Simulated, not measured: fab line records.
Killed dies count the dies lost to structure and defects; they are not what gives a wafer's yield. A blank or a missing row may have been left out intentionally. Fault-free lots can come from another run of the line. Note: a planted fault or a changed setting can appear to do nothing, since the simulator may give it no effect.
fab line records	flow rit_cmos
record lots=7	wafers=21	last_day=7
route steps=202 shown GATE@83 REOX@98 NLDD@103 PLDD@114 M1@202
lots with no fault: from the same line, run without faults
start_h: the number of hours between the record's first day and the start of the first shown wafer of the lot	wait_h: time in hours since the lot's previous step	" same as the row above	L1.1+2: a row that stands for several wafers	- no value, or no start was given	* or withheld: withheld	< > ~ a bound
route shown NAME@n: NAME is a module with steps in the file, n the number in the route of the first one	usual: mean/standard deviation taken from wafers without a fault	same: alike in all rows	chamber/n: place in a boat	sites: each site's reading	_std_site: their standard deviation	_edge_site: inner sites' mean taken away from outer sites' mean	radius_mm: for every site, how far away it sits from the centre of the wafer	mask NAME#n: copy n	behind: the tool/chamber that last shaped the wafer	hold: reason for holding the lot/hours on hold/outcome of the hold	device: which transistor (n, p or np) failed to switch	end of line: tests run on the same wafers once the route is complete	a step without rows: its recipe alone	killed: the dies lost at the first sort to structure and to defects; this is not the yield of the wafer	map: per-die view of a wafer (x killed, . not killed, _ where there is no die)
set.NAME: the run value of the setting; set.NAME@STEP: its run value at that earlier step	model.NAME: the simulator's own value behind a step, which no gauge read
certain route steps with their lots: each step a table, each wafer a row
services: the hour from which a tool's chamber was out of use, counted from the record's first day as start_h (under 0 if before that day), plus the number of hours and why
## steps
# step RIT_GATE_THK_MEAS_07
# recipe reads=SiO2_of_GATE_OXIDATION_05
# usual GATE_OXIDE_THK=2.99/0.064
lot.wafer	tool	chamber	start_h	wait_h	GATE_OXIDE_THK[nm]
L876.2	film_metro-03	-	36.03	0.0	2.97
L876.3	"	-	"	"	2.93
L876.5	"	-	"	"	2.96
L877.1	film_metro-02	-	42.80	0.0	2.99
L877.4	"	-	"	"	3.02
L877.5	"	-	"	"	2.97
L883.4	film_metro-02	-	70.06	0.0	3.11
L883.5	"	-	"	"	3.17
L883.6	"	-	"	"	3.08
L884.1	film_metro-02	-	81.19	0.0	3.12
L884.3	"	-	"	"	3.16
L884.5	"	-	"	"	3.09
L886.2	film_metro-02	-	91.02	0.0	2.99
L886.4	"	-	"	"	2.96
L886.5	"	-	"	"	2.95
L887.3	film_metro-03	-	95.11	0.0	2.96
L887.4	"	-	"	"	2.99
L887.6	"	-	"	"	2.96
L899.1	film_metro-02	-	151.29	0.0	2.98
L899.2	"	-	"	"	2.92
L899.3	"	-	"	"	2.89
# step RIT_GATE_CVD_08
# recipe material=poly-Si	target_thk_nm=250	temp_c=610	precursor=SiH4	time_s=2220	pressure_mtorr=300	sih4_flow_sccm=100
# step RIT_GATE_THK_MEAS_09
# recipe reads=poly-Si_of_GATE_CVD_08
# usual GATE_POLY_THK=250.8/2
lot.wafer	tool	chamber	start_h	wait_h	GATE_POLY_THK[nm]
L876.2	film_metro-02	-	37.99	0.0	255.5
L876.3	"	-	"	"	254.6
L876.5	"	-	"	"	255.8
L877.1	film_metro-03	-	44.48	0.0	251.9
L877.4	"	-	"	"	252.9
L877.5	"	-	"	"	255.4
L883.4	film_metro-02	-	72.03	0.0	248.7
L883.5	"	-	"	"	248.6
L883.6	"	-	"	"	249.5
L884.1	film_metro-02	-	82.87	0.0	251.6
L884.3	"	-	"	"	251.5
L884.5	"	-	"	"	250.1
L886.2	film_metro-03	-	92.69	0.0	251.6
L886.4	"	-	"	"	253.2
L886.5	"	-	"	"	254.7
L887.3	film_metro-04	-	96.79	0.0	253.0
L887.4	"	-	"	"	249.5
L887.6	"	-	"	"	247.8
L899.1	film_metro-02	-	152.96	0.0	253.7
L899.2	"	-	"	"	251.2
L899.3	"	-	"	"	253.0
# step RIT_GATE_HMDS_10
# recipe prime_time_s=60	prime_temp_c=140
# step RIT_GATE_COAT_11
# recipe resist=NOVOLAK	spin_rpm=4250	resist_thk_nm=856
# step RIT_GATE_SOFTBAKE_12
# recipe resist=NOVOLAK	temp_c=90	time_s=60
# step RIT_GATE_EXPOSE_13
# recipe mask_id=M6	na=0.6	source_shape=conventional	sigma_outer=0.6	target_cd_nm=150	dose_mj=380
# step RIT_GATE_PEB_14
# recipe resist=NOVOLAK	temp_c=withheld	time_s=withheld
# step RIT_GATE_DEVELOP_15
# recipe resist=NOVOLAK	develop_time_s=50	dev_temp_c=23
# step RIT_GATE_CD_MEAS_16
# recipe target_cd_nm=150
# usual cd_nm=148.5/2.5
lot.wafer	tool	chamber	start_h	wait_h	cd_nm
L876.2	cd_sem-01	-	38.91	-	148.9
L876.3	"	-	"	"	148.0
L876.5	"	-	"	"	148.2
L877.1	cd_sem-01	-	45.56	-	149.7
L877.4	"	-	"	"	152.2
L877.5	"	-	"	"	151.1
L883.4	cd_sem-01	-	73.00	-	153.2
L883.5	"	-	"	"	152.4
L883.6	"	-	"	"	150.9
L884.1	cd_sem-01	-	83.90	-	144.4
L884.3	"	-	"	"	147.5
L884.5	"	-	"	"	146.1
L886.2	cd_sem-01	-	93.61	-	144.1
L886.4	"	-	"	"	145.3
L886.5	"	-	"	"	146.0
L887.3	cd_sem-01	-	97.84	-	146.7
L887.4	"	-	"	"	148.3
L887.6	"	-	"	"	147.0
L899.1	cd_sem-01	-	154.00	-	147.9
L899.2	"	-	"	"	149.2
L899.3	"	-	"	"	148.9
# step RIT_GATE_OVL_MEAS_17
# usual GATE_OVL=0.2/1.4
lot.wafer	tool	chamber	start_h	wait_h	GATE_OVL[nm]
L876.2	overlay-02	-	39.02	0.1	-0.2
L876.3	"	-	"	"	-0.5
L876.5	"	-	"	"	1.0
L877.1	overlay-01	-	45.68	0.1	0.3
L877.4	"	-	"	"	4.7
L877.5	"	-	"	"	1.1
L883.4	overlay-02	-	73.08	0.1	2.4
L883.5	"	-	"	"	-0.8
L883.6	"	-	"	"	1.8
L884.1	overlay-02	-	84.02	0.1	1.3
L884.3	"	-	"	"	-1.5
L884.5	"	-	"	"	0.2
L886.2	overlay-02	-	93.72	0.1	1.2
L886.4	"	-	"	"	-1.4
L886.5	"	-	"	"	-1.2
L887.3	overlay-02	-	97.94	0.1	2.8
L887.4	"	-	"	"	-0.2
L887.6	"	-	"	"	2.2
L899.1	overlay-01	-	154.12	0.1	-3.0
L899.2	"	-	"	"	-1.0
L899.3	"	-	"	"	-1.1
# step RIT_GATE_HARDBAKE_18
# recipe resist=NOVOLAK	temp_c=140	time_s=60
# step RIT_GATE_ETCH_19
# recipe chemistry=SF6/CHF3/O2	time_s=165	SF6_flow_sccm=30	CHF3_flow_sccm=30	O2_flow_sccm=5	target=poly-Si	pressure_mtorr=40	rf_w=160	target_depth_a=3125	over_etch_frac=0.2648	stop_on=SiO2
# usual CHF3_flow_sccm=30.01/0.093	SF6_flow_sccm=30.00/0.082	drypump_motor_current_A=5.5/0.41	oes_product_au=0.848/0.016	throttle_valve_pct=10.20/0.15
lot.wafer	tool	chamber	start_h	wait_h	CHF3_flow_sccm	SF6_flow_sccm	drypump_motor_current_A	oes_product_au	rf_hours_counter_h	throttle_valve_pct
L876.2	rie_si-02	1	39.20	0.1	30.24	30.01	5.5	0.860	2	10.16
L876.3	"	2	"	"	29.98	30.03	6.0	0.840	18	10.33
L876.5	"	0	"	"	29.93	29.92	5.0	0.846	-	10.11
L877.1	rie_si-01	3	45.86	0.1	29.97	30.00	4.9	0.872	80	9.97
L877.4	"	3	"	"	29.98	29.94	4.9	0.865	-	9.93
L877.5	"	1	"	"	29.90	30.01	6.0	0.853	-	10.19
L883.4	rie_si-01	0	73.24	0.1	30.01	29.98	5.3	0.865	53	10.40
L883.5	"	2	"	"	30.04	30.05	5.4	0.833	-	10.20
L883.6	"	3	"	"	30.12	30.09	4.9	0.863	-	9.95
L884.1	rie_si-01	3	84.21	0.1	30.06	30.12	4.9	0.877	80	9.95
L884.3	"	1	"	"	30.14	29.93	6.0	0.847	1	10.18
L884.5	"	0	"	"	29.99	30.09	5.3	0.871	-	10.39
L886.2	rie_si-01	1	93.90	0.1	29.84	29.92	6.0	0.848	1	10.18
L886.4	"	3	"	"	30.06	30.19	4.9	0.872	81	9.96
L886.5	"	2	"	"	30.05	29.98	5.4	0.843	-	10.22
L887.3	rie_si-02	2	98.11	0.1	30.08	29.94	6.0	0.848	19	10.31
L887.4	"	0	"	"	30.08	29.95	5.1	0.841	132	10.11
L887.6	"	2	"	"	30.00	30.03	6.0	0.826	-	10.33
L899.1	rie_si-02	1	154.30	0.1	29.99	29.95	5.4	0.852	3	10.15
L899.2	"	2	"	"	30.07	29.98	6.0	0.841	19	10.32
L899.3	"	0	"	"	29.87	29.96	5.1	0.839	133	10.11
# step RIT_GATE_STRIP_20
# recipe chemistry=O2	time_s=180	resist=NOVOLAK	platen_temp_c=withheld	power_w=500	pressure_mtorr=4000	o2_flow_sccm=4000
# usual drypump_motor_current_A=5.84/0.22
lot.wafer	tool	chamber	start_h	wait_h	drypump_motor_current_A	rf_hours_counter_h
L876.2	plasma_asher-01	1	39.31	0.1	5.78	40
L876.3	"	1	"	"	5.78	-
L876.5	"	1	"	"	5.79	-
L877.1	plasma_asher-01	0	45.97	0.1	5.68	41
L877.4	"	0	"	"	5.66	-
L877.5	"	0	"	"	5.65	-
L883.4	plasma_asher-01	0	73.41	0.1	5.65	-
L883.5	"	1	"	"	5.74	-
L883.6	"	0	"	"	5.68	-
L884.1	plasma_asher-02	1	84.32	0.1	5.65	31
L884.3	"	1	"	"	5.65	-
L884.5	"	0	"	"	5.59	-
L886.2	plasma_asher-03	0	94.01	0.1	6.15	42
L886.4	"	1	"	"	6.09	-
L886.5	"	0	"	"	6.18	-
L887.3	plasma_asher-03	1	98.28	0.1	6.08	-
L887.4	"	0	"	"	6.14	-
L887.6	"	0	"	"	6.14	-
L899.1	plasma_asher-03	1	154.41	0.1	6.07	50
L899.2	"	0	"	"	6.15	50
L899.3	"	1	"	"	6.06	-
# step RIT_GATE_CD_MEAS_90
# recipe target_cd_nm=150
# usual cd_nm=148.6/2.5
lot.wafer	tool	chamber	start_h	wait_h	cd_nm
L876.2	cd_sem-02	-	39.50	0.1	148.9
L876.3	"	-	"	"	148.0
L876.5	"	-	"	"	148.3
L877.1	cd_sem-01	-	46.15	0.1	150.0
L877.4	"	-	"	"	152.4
L877.5	"	-	"	"	150.5
L883.4	cd_sem-02	-	73.59	0.1	153.0
L883.5	"	-	"	"	151.9
L883.6	"	-	"	"	151.5
L884.1	cd_sem-01	-	84.49	0.1	145.0
L884.3	"	-	"	"	147.4
L884.5	"	-	"	"	145.9
L886.2	cd_sem-02	-	94.20	0.1	144.2
L886.4	"	-	"	"	145.3
L886.5	"	-	"	"	146.5
L887.3	cd_sem-02	-	98.43	0.1	146.2
L887.4	"	-	"	"	148.4
L887.6	"	-	"	"	147.7
L899.1	cd_sem-02	-	154.59	0.1	148.6
L899.2	"	-	"	"	148.8
L899.3	"	-	"	"	148.6
# step RIT_REOX_CLEAN_00
# recipe chemistry=SC1	mix=3:3:50	time_s=600	temp_c=75
# step RIT_REOX_CLEAN_01
# recipe chemistry=dHF	dilution=50:1	time_s=30
# step RIT_REOX_CLEAN_02
# recipe chemistry=SC2	mix=3:3:50	time_s=600	temp_c=75	dry=n2_spin
# step RIT_REOX_OXIDATION_03
# recipe temp_c=900	ambient=O2	target_thk_a=252	ox_time_s=5580
# step RIT_REOX_THK_MEAS_04
# recipe reads=SiO2_of_REOX_OXIDATION_03
# usual REOX_OXIDE_THK=25.2/0.53
lot.wafer	tool	chamber	start_h	wait_h	REOX_OXIDE_THK[nm]
L876.2	film_metro-01	-	42.56	0.0	25.8
L876.3	"	-	"	"	25.8
L876.5	"	-	"	"	25.9
L877.1	film_metro-02	-	49.19	0.0	24.5
L877.4	"	-	"	"	25.0
L877.5	"	-	"	"	24.5
L883.4	film_metro-01	-	79.66	0.0	25.0
L883.5	"	-	"	"	25.6
L883.6	"	-	"	"	25.4
L884.1	film_metro-02	-	88.82	0.0	26.6
L884.3	"	-	"	"	27.1
L884.5	"	-	"	"	27.0
L886.2	film_metro-02	-	98.13	0.0	25.5
L886.4	"	-	"	"	25.0
L886.5	"	-	"	"	25.1
L887.3	film_metro-02	-	102.00	0.0	25.4
L887.4	"	-	"	"	25.6
L887.6	"	-	"	"	24.8
L899.1	film_metro-01	-	157.70	0.0	24.8
L899.2	"	-	"	"	24.6
L899.3	"	-	"	"	25.0
# step RIT_NLDD_HMDS_00
# recipe prime_time_s=60	prime_temp_c=140
# step RIT_NLDD_COAT_01
# recipe resist=NOVOLAK	spin_rpm=3250	resist_thk_nm=1000
# step RIT_NLDD_SOFTBAKE_02
# recipe resist=NOVOLAK	temp_c=90	time_s=60
# step RIT_NLDD_EXPOSE_03
# recipe mask_id=M7	na=0.57	target_cd_nm=40700	dose_mj=250
# step RIT_NLDD_PEB_04
# recipe resist=NOVOLAK	temp_c=withheld	time_s=withheld
# step RIT_NLDD_DEVELOP_05
# recipe resist=NOVOLAK	develop_time_s=50	dev_temp_c=23.77
# step RIT_NLDD_OVL_MEAS_06
# usual NLDD_OVL=0.3/1.6
lot.wafer	tool	chamber	start_h	wait_h	NLDD_OVL[nm]
L876.2	overlay-01	-	43.59	-	0.0
L876.3	"	-	"	"	-0.5
L876.5	"	-	"	"	-1.9
L877.1	overlay-02	-	50.43	-	0.2
L877.4	"	-	"	"	-0.1
L877.5	"	-	"	"	-0.1
L883.4	overlay-02	-	80.55	-	-2.2
L883.5	"	-	"	"	-1.7
L883.6	"	-	"	"	-0.7
L884.1	overlay-01	-	89.86	-	2.1
L884.3	"	-	"	"	2.4
L884.5	"	-	"	"	-0.4
L886.2	overlay-01	-	99.16	-	0.3
L886.4	"	-	"	"	0.0
L886.5	"	-	"	"	0.0
L887.3	overlay-01	-	103.03	-	-0.1
L887.4	"	-	"	"	-0.5
L887.6	"	-	"	"	1.2
L899.1	overlay-01	-	158.75	-	-2.9
L899.2	"	-	"	"	-2.8
L899.3	"	-	"	"	-1.4
# step RIT_NLDD_HARDBAKE_07
# recipe resist=NOVOLAK	temp_c=140	time_s=60
# step RIT_NLDD_IMPLANT_08
# recipe species=P	energy_kev=20	dose_cm2=5e+14	tilt_deg=7
# step RIT_NLDD_STRIP_09
# recipe chemistry=O2	time_s=180	resist=NOVOLAK	platen_temp_c=withheld	power_w=500	pressure_mtorr=4000	o2_flow_sccm=4000
# usual drypump_motor_current_A=5.68/0.21
lot.wafer	tool	chamber	start_h	wait_h	drypump_motor_current_A	rf_hours_counter_h
L876.2	plasma_asher-02	1	43.92	0.1	5.65	27
L876.3	"	0	"	"	5.65	-
L876.5	"	0	"	"	5.58	-
L877.1	plasma_asher-02	1	50.77	0.1	5.65	28
L877.4	"	1	"	"	5.66	-
L877.5	"	1	"	"	5.66	-
L883.4	plasma_asher-01	0	80.93	0.1	5.62	-
L883.5	"	0	"	"	5.66	-
L883.6	"	1	"	"	5.77	-
L884.1	plasma_asher-01	1	90.19	0.1	5.77	45
L884.3	"	1	"	"	5.75	-
L884.5	"	1	"	"	5.76	-
L886.2	plasma_asher-02	0	99.49	0.1	5.57	32
L886.4	"	0	"	"	5.62	-
L886.5	"	1	"	"	5.63	-
L887.3	plasma_asher-01	0	103.41	0.1	5.65	-
L887.4	"	1	"	"	5.76	-
L887.6	"	1	"	"	5.77	-
L899.1	plasma_asher-04	1	159.09	0.1	5.31	5
L899.2	"	0	"	"	6.10	5
L899.3	"	0	"	"	6.09	-
# step RIT_NLDD_TW_MEAS_10
# usual NLDD_TW=2513/30
lot.wafer	tool	chamber	start_h	wait_h	NLDD_TW
L876.2	film_metro-04	-	44.11	0.1	2512
L876.3	"	-	"	"	2485
L876.5	"	-	"	"	2496
L877.1	film_metro-01	-	50.94	0.1	2549
L877.4	"	-	"	"	2545
L877.5	"	-	"	"	2548
L883.4	film_metro-04	-	81.08	0.1	2493
L883.5	"	-	"	"	2482
L883.6	"	-	"	"	2481
L884.1	film_metro-03	-	90.37	0.1	2504
L884.3	"	-	"	"	2506
L884.5	"	-	"	"	2498
L886.2	film_metro-04	-	99.67	0.1	2513
L886.4	"	-	"	"	2504
L886.5	"	-	"	"	2516
L887.3	film_metro-01	-	103.55	0.1	2543
L887.4	"	-	"	"	2540
L887.6	"	-	"	"	2532
L899.1	film_metro-01	-	159.26	0.1	2562
L899.2	"	-	"	"	2557
L899.3	"	-	"	"	2560
# step RIT_PLDD_HMDS_00
# recipe prime_time_s=60	prime_temp_c=140
# step RIT_PLDD_COAT_01
# recipe resist=NOVOLAK	spin_rpm=3250	resist_thk_nm=1000
# step RIT_PLDD_SOFTBAKE_02
# recipe resist=NOVOLAK	temp_c=90	time_s=60
# step RIT_PLDD_EXPOSE_03
# recipe mask_id=M8	na=0.57	target_cd_nm=40900	dose_mj=250
# step RIT_PLDD_PEB_04
# recipe resist=NOVOLAK	temp_c=withheld	time_s=withheld
# step RIT_PLDD_DEVELOP_05
# recipe resist=NOVOLAK	develop_time_s=50	dev_temp_c=23
# step RIT_PLDD_OVL_MEAS_06
# usual PLDD_OVL=-2.2/1.4
lot.wafer	tool	chamber	start_h	wait_h	PLDD_OVL[nm]
L876.2	overlay-02	-	45.33	-	1.1
L876.3	"	-	"	"	-0.7
L876.5	"	-	"	"	0.2
L877.1	overlay-01	-	51.98	-	-2.2
L877.4	"	-	"	"	0.1
L877.5	"	-	"	"	-2.8
L883.4	overlay-02	-	81.97	-	-2.0
L883.5	"	-	"	"	-1.1
L883.6	"	-	"	"	-3.9
L884.1	overlay-02	-	91.28	-	-0.8
L884.3	"	-	"	"	-2.6
L884.5	"	-	"	"	-1.8
L886.2	overlay-01	-	100.70	-	-0.6
L886.4	"	-	"	"	-1.3
L886.5	"	-	"	"	-2.4
L887.3	overlay-01	-	104.57	-	-1.0
L887.4	"	-	"	"	-1.1
L887.6	"	-	"	"	-0.2
L899.1	overlay-01	-	160.17	-	-3.2
L899.2	"	-	"	"	-2.8
L899.3	"	-	"	"	-2.1
# step RIT_PLDD_HARDBAKE_07
# recipe resist=NOVOLAK	temp_c=140	time_s=60
# step RIT_PLDD_IMPLANT_08
# recipe species=BF2	energy_kev=20	dose_cm2=9e+14	tilt_deg=7
# step RIT_PLDD_STRIP_09
# recipe chemistry=O2	time_s=180	resist=NOVOLAK	platen_temp_c=withheld	power_w=500	pressure_mtorr=4000	o2_flow_sccm=3853
# usual drypump_motor_current_A=5.8/0.31
lot.wafer	tool	chamber	start_h	wait_h	drypump_motor_current_A	rf_hours_counter_h
L876.2	plasma_asher-02	0	45.66	0.1	5.7	27
L876.3	"	1	"	"	5.6	-
L876.5	"	0	"	"	5.6	-
L877.1	plasma_asher-03	0	52.31	0.1	6.1	38
L877.4	"	0	"	"	6.2	-
L877.5	"	1	"	"	6.1	-
L883.4	plasma_asher-03	1	82.35	0.1	6.1	-
L883.5	"	0	"	"	6.1	-
L883.6	"	1	"	"	6.1	-
L884.1	plasma_asher-03	1	91.61	0.1	6.1	42
L884.3	"	1	"	"	6.1	-
L884.5	"	1	"	"	6.1	-
L886.2	plasma_asher-02	1	101.03	0.1	5.6	33
L886.4	"	0	"	"	5.7	-
L886.5	"	1	"	"	5.6	-
L887.3	plasma_asher-03	0	104.96	0.1	6.2	-
L887.4	"	1	"	"	6.1	-
L887.6	"	0	"	"	6.1	-
L899.1	plasma_asher-04	1	160.51	0.1	5.3	5
L899.2	"	0	"	"	6.1	5
L899.3	"	1	"	"	5.3	-
# step RIT_PLDD_TW_MEAS_10
# usual PLDD_TW=2365/26
lot.wafer	tool	chamber	start_h	wait_h	PLDD_TW
L876.2	film_metro-01	-	45.85	0.1	2405
L876.3	"	-	"	"	2393
L876.5	"	-	"	"	2402
L877.1	film_metro-03	-	52.49	0.1	2361
L877.4	"	-	"	"	2365
L877.5	"	-	"	"	2362
L883.4	film_metro-04	-	82.50	0.1	2340
L883.5	"	-	"	"	2341
L883.6	"	-	"	"	2338
L884.1	film_metro-04	-	91.79	0.1	2339
L884.3	"	-	"	"	2338
L884.5	"	-	"	"	2348
L886.2	film_metro-03	-	101.22	0.1	2351
L886.4	"	-	"	"	2352
L886.5	"	-	"	"	2349
L887.3	film_metro-04	-	105.09	0.1	2356
L887.4	"	-	"	"	2359
L887.6	"	-	"	"	2336
L899.1	film_metro-04	-	160.68	0.1	2344
L899.2	"	-	"	"	2343
L899.3	"	-	"	"	2337
# step RIT_M1_PROBE_99
# usual killed_at_front_end=7/3.4	killed_dies=7/3.4	killed_open=3.7/2.2	killed_short=3.6/2.2
# same gross_dies=264	killed_at_M0_to_M3=0	killed_at_M4_up=0	killed_at_back_side=0	killed_at_contacts=0	killed_at_other=0
lot.wafer	tool	chamber	start_h	wait_h	killed_at_front_end	killed_dies	killed_open	killed_short
L876.2	prober-02	-	59.22	0.1	7	7	5	2
L876.3	prober-02	-	59.27	0.2	9	9	5	4
L876.5	prober-02	-	59.37	0.2	14	14	5	9
L883.6	prober-01	-	96.02	0.2	38	38	4	4
L884.1	prober-02	-	105.11	0.1	36	36	2	2
L886.2	prober-02	-	114.53	0.1	15	15	8	7
L886.4	prober-02	-	114.63	0.2	34	34	2	2
L886.5	prober-02	-	114.68	0.2	4	4	1	3
L899.1	prober-01	-	174.02	0.1	12	12	3	9
L899.2	prober-01	-	174.07	0.1	14	14	8	6
L899.3	prober-01	-	174.12	0.2	7	7	6	1
# killed by level:class
L876.2 FOX1:geometric_particle:open=3 FOX2:geometric_particle:short=1 GATE:geometric_particle:open=1 SPACER:geometric_particle:open=1 SILICIDE:geometric_particle:short=1
L876.3 FOX1:geometric_particle:open=2 GATE:geometric_particle:open=2 GATE:geometric_particle:short=2 FOX1:geometric_particle:short=1 FOX2:geometric_particle:open=1 SPACER:geometric_particle:short=1
L876.5 GATE:geometric_particle:short=3 SPACER:geometric_particle:short=3 FOX1:geometric_particle:short=2 REOX:geometric_particle:open=2 FOX1:geometric_particle:open=1 GATE:geometric_particle:open=1 REOX:geometric_particle:short=1 SPACER:geometric_particle:open=1
L883.6 GATE:unspecified=30 GATE:geometric_particle:short=3 REOX:geometric_particle:open=3 FOX1:geometric_particle:open=1 FOX2:geometric_particle:short=1
L884.1 GATE:unspecified=30 NSD:coat_microbubble_printed=2 FOX1:geometric_particle:short=1 FOX2:geometric_particle:short=1 SPACER:geometric_particle:open=1 SILICIDE:geometric_particle:open=1
L886.2 SPACER:geometric_particle:open=4 SPACER:geometric_particle:short=2 SILICIDE:geometric_particle:short=2 SILICIDE:geometric_particle:open=2 FOX1:geometric_particle:short=1 GATE:geometric_particle:short=1 GATE:geometric_particle:open=1 REOX:geometric_particle:short=1
L886.4 GATE:unspecified=30 FOX1:geometric_particle:short=1 GATE:geometric_particle:short=1 GATE:geometric_particle:open=1 SPACER:geometric_particle:open=1
L886.5 REOX:geometric_particle:short=1 SPACER:geometric_particle:open=1 SPACER:geometric_particle:short=1 SILICIDE:geometric_particle:short=1
L899.1 GATE:geometric_particle:short=4 GATE:geometric_particle:open=2 SPACER:geometric_particle:short=2 FOX2:geometric_particle:short=1 REOX:geometric_particle:short=1 SPACER:geometric_particle:open=1 SILICIDE:geometric_particle:short=1
L899.2 GATE:geometric_particle:open=4 GATE:geometric_particle:short=4 SPACER:geometric_particle:open=2 FOX1:geometric_particle:short=1 FOX2:geometric_particle:open=1 SPACER:geometric_particle:short=1 SILICIDE:geometric_particle:open=1
L899.3 GATE:geometric_particle:open=4 REOX:geometric_particle:open=2 GATE:geometric_particle:short=1
# map L883.6 (x killed, . not)
________......x_______
_____...x.........____
____...............___
___.................__
__.........x.x......._
__.....x.xxxx........_
_.......xxxxxx..x...x.
_.x.....xxxxxxx.......
_.......x.xxxxx.......
_........x.xxx........
__..........x........_
__..x................_
___..........x......__
____...............___
_____.............____
________......._______
# map L884.1 (x killed, . not)
________......._______
_____.............____
____....x..........___
___.................__
__..x.....x..x......._
__.......xxxx........_
_.......xxxxxxx.......
_.......xxxxxx........
_.......xxxxx.x......x
_.........xxxx........
__........xx........._
__................x.._
___.................__
____...............___
_____...........x.____
________......._______
## services
tool	chamber	start_h	hours	kind
rie_si-01	1	21.85	2.0	repair
plasma_asher-03	-	23.76	2.9	repair
rie_si-01	0	43.27	16.0	repair
rie_si-02	3	45.28	4.2	repair
rie_si-02	-	71.34	2.1	repair
rie_si-02	-	82.28	2.0	repair
plasma_asher-02	-	104.47	14.6	pm
plasma_asher-04	-	108.84	9.0	pm
plasma_asher-04	0	108.84	9.0	vent_cycle
plasma_asher-04	1	108.84	9.0	vent_cycle
rie_si-02	3	115.77	10.7	repair
plasma_asher-04	0	117.84	-	clean
plasma_asher-04	1	117.84	-	clean
rie_si-01	2	127.05	-	clean
rie_si-01	2	127.05	17.7	scheduled_down
rie_si-01	2	127.05	17.7	vent_cycle
rie_si-02	3	155.61	4.8	repair
## key
first_sign step=RIT_M1_PROBE_99	reading=killed_at_front_end	direction=up	sigmas=8.4	usual=7	struck=36
effect step=RIT_M1_PROBE_99	reading=killed_dies	direction=up	sigmas=8.4	usual=7	struck=36
met_at RIT_GATE_ETCH_19
struck_wafers L883.6,L884.1,L886.4
tester_left_out L883,L884,L886
onset_between 45.86 73.24
fault kind=chamber_particle_source	tool=rie_si-01	chamber=3	onset_h=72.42	steps=RIT_GATE_ETCH_19	rate_per_visit_cm2=0.72211	end_h=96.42
# tester_left_out: of these lots the tester's yield and bins aren't shown, on N5 and GAA mostly nor the transistor test; their killed dies are dies lost to structure and defects alone, not to doping, threshold or leakage, so they don't give the yield
